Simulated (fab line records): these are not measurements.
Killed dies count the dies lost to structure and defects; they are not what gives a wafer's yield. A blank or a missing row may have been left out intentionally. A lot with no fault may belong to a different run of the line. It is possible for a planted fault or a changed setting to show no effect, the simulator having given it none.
A lot that was struck, set against a sound lot    flow berkeleyCmos170    14 steps out of a route of 331
Sound: wafers L535.2, L535.3, L535.6. The struck wafers were L545.3, L545.5, L545.6. The cause comes at the end.
At each step with rows: each side's tool, then ch and its chambers, then its first start. Under that, the readings that differ: sound wafers    struck wafers    difference of the means    sigmas: that difference in standard deviations of wafers without a fault.
alike: same words and numbers on both sides, and readings whose means sit less than 2 such deviations apart. not compared: any withheld reading, any reading some wafer has no value for, any bound like >300 that may hide the same value, and any number with overlapping values for which the record gives no deviation.
Wherever a step has rows on one side only, a row that says differs or no value, or a row with sigmas, the two part there. Non-overlapping numbers with no deviation appear without sigmas and do not part them. A reading that every wafer of one side lacks parts them only if that side has two wafers or more.

first, 1 step without rows for these wafers: UCB170_GATE_CVD_04 (deposits poly-Si from SiH4, time 1440 s, target thk 214 nm).
UCB170_GATE_THK_MEAS_05:
  sound on filmMetro-03, day 7 04:28; struck on filmMetro-04, day 9 02:18
  alike: GATE_POLY_THK
then, 6 steps without rows for these wafers: UCB170_GATE_COAT_06; UCB170_GATE_COAT_07 (resist thk 900 nm); UCB170_GATE_SOFTBAKE_08 (time 60 s); UCB170_GATE_EXPOSE_09 (exposes mask POLY, target cd 350 nm); UCB170_GATE_PEB_10; UCB170_GATE_DEVELOP_11 (develop time 45 s).
UCB170_GATE_CD_MEAS_12: target cd 350 nm.
  sound on cdSem-02, day 7 05:43; struck on cdSem-01, day 9 04:27
  alike: cdNm
UCB170_GATE_OVL_MEAS_13:
  sound on overlay-02, day 7 05:49; struck on overlay-02, day 9 04:33
  alike: GATE_OVL
UCB170_GATE_ETCH_14: etches BARC in N2/H2.
  sound on rieDiel-03 ch 1,3, day 7 05:51; struck on rieDiel-02 ch 0,1,3, day 9 04:34
  alike: drypumpMotorCurrentA, oesProductAu, throttleValvePct
UCB170_GATE_ETCH_15: etches poly-Si in HBr/Cl2, stops on SiO2, time 56.3 s, target depth 278.2 nm.
  sound on rieSi-01 ch 0,1,2, day 7 05:53; struck on rieSi-02 ch 0,3, day 9 04:37
  alike: drypumpMotorCurrentA, oesProductAu, throttleValvePct
  not compared: rfHoursCounterH
UCB170_GATE_STRIP_16: strips in O2.
  sound on plasmaAsher-04 ch 0,1, day 7 05:56; struck on plasmaAsher-04 ch 0,1, day 9 04:41
  no value came back on the struck wafers for chamberPressureMTorr (mTorr), drypumpMotorCurrentA (A), oesProductAu (a.u.); on the sound wafers chamberPressureMTorr (mTorr) reads 3501 3498 3502
reading                               sound  struck             difference  sigmas
model.KrF_of_GATE_COAT_07.thkNm (nm)  0 0 0  776.2 779.3 772.5  +776.0      
  not compared: rfHoursCounterH
UCB170_GATE_CD_MEAS_90: target cd 350 nm.
  sound on cdSem-01, day 7 06:04; struck on cdSem-01, day 9 05:17
  alike: cdNm

## WHERE THEY PART
Only at UCB170_GATE_STRIP_16, within this record. Later steps at which nothing parts them and some readings are alike: UCB170_GATE_CD_MEAS_90.

WHY: the cause the simulator had injected
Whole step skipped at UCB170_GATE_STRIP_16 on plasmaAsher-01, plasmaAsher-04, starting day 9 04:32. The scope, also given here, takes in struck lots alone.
